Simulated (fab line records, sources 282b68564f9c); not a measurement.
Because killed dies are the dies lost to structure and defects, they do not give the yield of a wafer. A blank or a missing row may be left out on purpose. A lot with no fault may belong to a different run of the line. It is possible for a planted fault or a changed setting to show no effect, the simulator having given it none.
Which tool did it? || flow rit_cmos || 14 lots, 42 wafers sampled, at 2 steps of a route of 202

## WHAT THE GAUGES SHOWED, per wafer
Not one reading of a measure or inspect step in the record can be checked against a usual standard deviation.

## WHICH TOOL RAN EACH LOT (tool, then ch and the chambers of the sampled wafers, then the start)
{"lot": "L131", "RIT_PLDD_STRIP_09": "plasma_asher-03 ch 0,1, day 2 22:16", "RIT_M1_PROBE_99": "prober-01, day 3 11:54"}
{"lot": "L132", "RIT_PLDD_STRIP_09": "plasma_asher-03 ch 0, day 3 06:19", "RIT_M1_PROBE_99": "prober-02, day 3 20:06"}
{"lot": "L133", "RIT_PLDD_STRIP_09": "plasma_asher-04 ch 0, day 3 11:38", "RIT_M1_PROBE_99": "prober-01, day 4 01:22"}
{"lot": "L134", "RIT_PLDD_STRIP_09": "plasma_asher-03 ch 0,1, day 3 18:23", "RIT_M1_PROBE_99": "prober-02, day 4 07:55"}
{"lot": "L136", "RIT_PLDD_STRIP_09": "plasma_asher-03 ch 0,1, day 4 03:47", "RIT_M1_PROBE_99": "prober-02, day 4 17:23"}
{"lot": "L137", "RIT_PLDD_STRIP_09": "plasma_asher-04 ch 0, day 4 06:59", "RIT_M1_PROBE_99": "prober-01, day 4 20:44"}
{"lot": "L138", "RIT_PLDD_STRIP_09": "plasma_asher-04 ch 0,1, day 4 12:11", "RIT_M1_PROBE_99": "prober-02, day 5 01:58"}
{"lot": "L139", "RIT_PLDD_STRIP_09": "plasma_asher-02 ch 0,1, day 4 20:22", "RIT_M1_PROBE_99": "prober-02, day 5 10:32"}
{"lot": "L140", "RIT_PLDD_STRIP_09": "plasma_asher-03 ch 0,1, day 4 20:24", "RIT_M1_PROBE_99": "prober-01, day 5 12:09"}
{"lot": "L143", "RIT_PLDD_STRIP_09": "plasma_asher-04 ch 0, day 5 11:34", "RIT_M1_PROBE_99": "prober-01, day 6 01:41"}
{"lot": "L144", "RIT_PLDD_STRIP_09": "plasma_asher-04 ch 0,1, day 5 14:40", "RIT_M1_PROBE_99": "prober-01, day 6 04:46"}
{"lot": "L145", "RIT_PLDD_STRIP_09": "plasma_asher-04 ch 0,1, day 6 00:11", "RIT_M1_PROBE_99": "prober-01, day 6 13:51"}
{"lot": "L147", "RIT_PLDD_STRIP_09": "plasma_asher-04 ch 0,1, day 6 05:35", "RIT_M1_PROBE_99": "prober-01, day 6 19:38"}
{"lot": "L151", "RIT_PLDD_STRIP_09": "plasma_asher-03 ch 0,1, day 7 02:11", "RIT_M1_PROBE_99": "prober-01, day 7 16:02"}
- RIT_PLDD_STRIP_09: strips in O2, time 180 s.
- RIT_M1_PROBE_99

## WHAT THE TOOLS THEMSELVES READ (means of the sampled wafers that have a number; where no wafer has one, the mark that the record gives instead)
RIT_PLDD_STRIP_09. Usual: drypump_motor_current_A 5.6 A, standard deviation 0.31; o2_flow_sccm 3999 sccm, standard deviation 12; rf_refl_power_W 6.8 W, standard deviation 1.8.
{"lot": "L131", "tool": "plasma_asher-03", "drypump_motor_current_A (A)": 5.3, "o2_flow_sccm (sccm)": 4001, "rf_refl_power_W (W)": 7.1, "flag": ""}
{"lot": "L132", "tool": "plasma_asher-03", "drypump_motor_current_A (A)": 5.3, "o2_flow_sccm (sccm)": 3996, "rf_refl_power_W (W)": 6.6, "flag": ""}
{"lot": "L133", "tool": "plasma_asher-04", "drypump_motor_current_A (A)": 5.9, "o2_flow_sccm (sccm)": 3995, "rf_refl_power_W (W)": 3.6, "flag": ""}
{"lot": "L134", "tool": "plasma_asher-03", "drypump_motor_current_A (A)": 5.3, "o2_flow_sccm (sccm)": 4005, "rf_refl_power_W (W)": 7.2, "flag": ""}
{"lot": "L136", "tool": "plasma_asher-03", "drypump_motor_current_A (A)": 5.2, "o2_flow_sccm (sccm)": 4010, "rf_refl_power_W (W)": 7.4, "flag": ""}
{"lot": "L137", "tool": "plasma_asher-04", "drypump_motor_current_A (A)": 5.9, "o2_flow_sccm (sccm)": 4009, "rf_refl_power_W (W)": 3.5, "flag": ""}
{"lot": "L138", "tool": "plasma_asher-04", "drypump_motor_current_A (A)": 5.8, "o2_flow_sccm (sccm)": 3997, "rf_refl_power_W (W)": 7.0, "flag": ""}
{"lot": "L139", "tool": "plasma_asher-02", "drypump_motor_current_A (A)": 5.9, "o2_flow_sccm (sccm)": 3999, "rf_refl_power_W (W)": 6.9, "flag": ""}
{"lot": "L140", "tool": "plasma_asher-03", "drypump_motor_current_A (A)": 5.3, "o2_flow_sccm (sccm)": 4008, "rf_refl_power_W (W)": 7.3, "flag": ""}
{"lot": "L143", "tool": "plasma_asher-04", "drypump_motor_current_A (A)": 5.9, "o2_flow_sccm (sccm)": 4003, "rf_refl_power_W (W)": 3.7, "flag": ""}
{"lot": "L144", "tool": "plasma_asher-04", "drypump_motor_current_A (A)": 5.8, "o2_flow_sccm (sccm)": 3999, "rf_refl_power_W (W)": 5.4, "flag": ""}
{"lot": "L145", "tool": "plasma_asher-04", "drypump_motor_current_A (A)": 5.8, "o2_flow_sccm (sccm)": 4264, "rf_refl_power_W (W)": 5.4, "flag": "OFF"}
{"lot": "L147", "tool": "plasma_asher-04", "drypump_motor_current_A (A)": 5.8, "o2_flow_sccm (sccm)": 4526, "rf_refl_power_W (W)": 7.0, "flag": "OFF"}
{"lot": "L151", "tool": "plasma_asher-03", "drypump_motor_current_A (A)": 5.3, "o2_flow_sccm (sccm)": 3996, "rf_refl_power_W (W)": 7.0, "flag": ""}

RIT_M1_PROBE_99. Usual: killed_at_contacts 0.1, standard deviation 0.3; killed_at_front_end 6.7, standard deviation 2.6; killed_dies 6.8, standard deviation 2.6; killed_on_rim 1.9, standard deviation 1.3; killed_open 3.3, standard deviation 1.7; killed_short 3.4, standard deviation 2.
{"lot": "L131", "tool": "prober-01", "killed_at_contacts": 0.7, "killed_at_front_end": 8.0, "killed_dies": 8.7, "killed_on_rim": 1.3, "killed_open": 4.0, "killed_short": 3.7, "flag": ""}
{"lot": "L132", "tool": "prober-02", "killed_at_contacts": 0.0, "killed_at_front_end": 7.0, "killed_dies": 7.0, "killed_on_rim": 1.3, "killed_open": 3.0, "killed_short": 4.0, "flag": ""}
{"lot": "L133", "tool": "prober-01", "killed_at_contacts": 0.3, "killed_at_front_end": 10.3, "killed_dies": 10.7, "killed_on_rim": 3.0, "killed_open": 5.0, "killed_short": 5.7, "flag": ""}
{"lot": "L134", "tool": "prober-02", "killed_at_contacts": 0.0, "killed_at_front_end": 5.7, "killed_dies": 5.7, "killed_on_rim": 0.3, "killed_open": 3.7, "killed_short": 2.0, "flag": ""}
{"lot": "L136", "tool": "prober-02", "killed_at_contacts": 0.0, "killed_at_front_end": 7.0, "killed_dies": 7.0, "killed_on_rim": 1.3, "killed_open": 2.3, "killed_short": 4.7, "flag": ""}
{"lot": "L137", "tool": "prober-01", "killed_at_contacts": 0.0, "killed_at_front_end": 6.0, "killed_dies": 6.0, "killed_on_rim": 1.7, "killed_open": 4.0, "killed_short": 2.0, "flag": ""}
{"lot": "L138", "tool": "prober-02", "killed_at_contacts": 0.0, "killed_at_front_end": 5.7, "killed_dies": 5.7, "killed_on_rim": 2.0, "killed_open": 2.3, "killed_short": 3.3, "flag": ""}
{"lot": "L139", "tool": "prober-02", "killed_at_contacts": 0.0, "killed_at_front_end": 6.3, "killed_dies": 6.3, "killed_on_rim": 2.7, "killed_open": 2.7, "killed_short": 2.7, "flag": ""}
{"lot": "L140", "tool": "prober-01", "killed_at_contacts": 0.0, "killed_at_front_end": 5.3, "killed_dies": 5.3, "killed_on_rim": 2.0, "killed_open": 3.3, "killed_short": 2.0, "flag": ""}
{"lot": "L143", "tool": "prober-01", "killed_at_contacts": 0.0, "killed_at_front_end": 8.0, "killed_dies": 8.0, "killed_on_rim": 2.0, "killed_open": 3.0, "killed_short": 5.0, "flag": ""}
{"lot": "L144", "tool": "prober-01", "killed_at_contacts": 0.3, "killed_at_front_end": 4.3, "killed_dies": 4.7, "killed_on_rim": 0.7, "killed_open": 2.7, "killed_short": 2.0, "flag": ""}
{"lot": "L145", "tool": "prober-01", "killed_at_contacts": 0.0, "killed_at_front_end": 9.0, "killed_dies": 9.0, "killed_on_rim": 1.7, "killed_open": 3.7, "killed_short": 5.3, "flag": ""}
{"lot": "L147", "tool": "prober-01", "killed_at_contacts": 0.3, "killed_at_front_end": 5.7, "killed_dies": 6.0, "killed_on_rim": 1.0, "killed_open": 3.7, "killed_short": 2.3, "flag": ""}
{"lot": "L151", "tool": "prober-01", "killed_at_contacts": 0.0, "killed_at_front_end": 5.7, "killed_dies": 5.7, "killed_on_rim": 2.0, "killed_open": 2.3, "killed_short": 3.3, "flag": ""}

## THE ANSWER, worked out from the rows above alone
Rule: a lot counts as off when the mean over its wafers that have a number is more than 3 standard deviations away from the usual mean. Also off: a lot with no number at a reading for which 4 or more lots have one. The other lots that the step has rows for count as sound. Order of review: gauges by route order, followed by the tools' own readings, for which a lot's mean as printed above is used. At the first step where some lot is off, the reading lying furthest off is the one used; lots without a number count as furthest.
Off: L145, L147, at RIT_PLDD_STRIP_09 (o2_flow_sccm).
A tool fits if, at that step or a process step before it, it ran every lot that is off, and no sound lot after the first of them. One candidate fits, namely plasma_asher-04 at RIT_PLDD_STRIP_09. A fault onset in the window from L144 (day 5 14:40, its last sound lot) to L145 (day 6 00:11, its first lot off) fits.
The tool's own readings at RIT_PLDD_STRIP_09 bear it out: on the lots that are off they differ by more than 5 times the standard deviation of the sound lots' means. o2_flow_sccm reads 4395 sccm there against 4002 sccm on the sound lots.

## WHAT THE SIMULATOR HAD PUT IN
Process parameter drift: plasma_asher-04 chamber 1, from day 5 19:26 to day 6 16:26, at RIT_PLDD_STRIP_09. Setting o2_flow_sccm, moved by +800, from 4000. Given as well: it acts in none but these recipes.
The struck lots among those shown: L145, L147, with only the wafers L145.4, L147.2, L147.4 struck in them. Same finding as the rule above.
